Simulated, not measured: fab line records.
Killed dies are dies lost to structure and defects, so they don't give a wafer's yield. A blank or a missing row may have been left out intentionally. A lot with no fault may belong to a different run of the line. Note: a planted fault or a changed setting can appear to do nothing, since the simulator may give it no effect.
Which of the tools did it? || flow berkeley_cmos170 || Sampling: 6 lots, 18 wafers, 2 of 331 route steps

== WHAT THE GAUGES READ, wafer by wafer ==
UCB170_GATE_THK_MEAS_05.
{"lot": "L323", "measured": "day 7 01:17", "on": "film_metro-04", "GATE_POLY_THK (nm)": "212.2 212.1 212.2"}
{"lot": "L325", "measured": "day 7 16:40", "on": "film_metro-04", "GATE_POLY_THK (nm)": "387.2 386.4 386.7"}
{"lot": "L335", "measured": "day 10 04:04", "on": "film_metro-02", "GATE_POLY_THK (nm)": "214.7 214.7 214.8"}
{"lot": "L341", "measured": "day 11 11:35", "on": "film_metro-04", "GATE_POLY_THK (nm)": "211.7 213.5 213.3"}
{"lot": "L343", "measured": "day 11 20:38", "on": "film_metro-04", "GATE_POLY_THK (nm)": "218.9 215.8 216.7"}
{"lot": "L345", "measured": "day 12 06:40", "on": "film_metro-03", "GATE_POLY_THK (nm)": "214.1 213.7 213.8"}

== WHICH TOOL RAN EACH LOT (tool, then ch and the chambers of the sampled wafers, then the start) ==
{"lot": "L323", "UCB170_GATE_CVD_04": "lpcvd-02 ch 1, day 6 23:53"}
{"lot": "L325", "UCB170_GATE_CVD_04": "lpcvd-02 ch 1, day 7 15:15"}
{"lot": "L335", "UCB170_GATE_CVD_04": "lpcvd-01 ch 1, day 10 02:40"}
{"lot": "L341", "UCB170_GATE_CVD_04": "lpcvd-01 ch 1, day 11 10:11"}
{"lot": "L343", "UCB170_GATE_CVD_04": "lpcvd-02 ch 0, day 11 18:31"}
{"lot": "L345", "UCB170_GATE_CVD_04": "lpcvd-02 ch 1, day 12 04:32"}
- UCB170_GATE_CVD_04: deposits poly-Si from SiH4, time 1440 s, target thk 214 nm.

== THE ANSWER, worked out from the rows above alone ==
Rule: the lots themselves supply what counts as usual. The widest of any qualifying gaps counts: lots, ordered by their means at a reading, are off when they make up no more than a third of the lots, leave a main group of 4 or more, and stand apart from it by 3 or more times the standard deviation of that group's means. A main group is skipped when, at the precision printed for the reading in the tables above, its means are all equal. A lot without any number at a reading at which 4 lots or more have one is off too. Where the step has rows for the other lots, those lots are counted as sound.
Off: L325, at UCB170_GATE_THK_MEAS_05 (GATE_POLY_THK). For the main group the mean is 214.1 nm and the standard deviation 1.7.
A tool fits if, at a process step before that reading, it ran every lot that is off, and no sound lot after the first of them. The gauges at UCB170_GATE_THK_MEAS_05 are tried like those tools. No candidate that was tried fits.

== WHAT HAD BEEN PUT IN BY THE SIMULATOR ==
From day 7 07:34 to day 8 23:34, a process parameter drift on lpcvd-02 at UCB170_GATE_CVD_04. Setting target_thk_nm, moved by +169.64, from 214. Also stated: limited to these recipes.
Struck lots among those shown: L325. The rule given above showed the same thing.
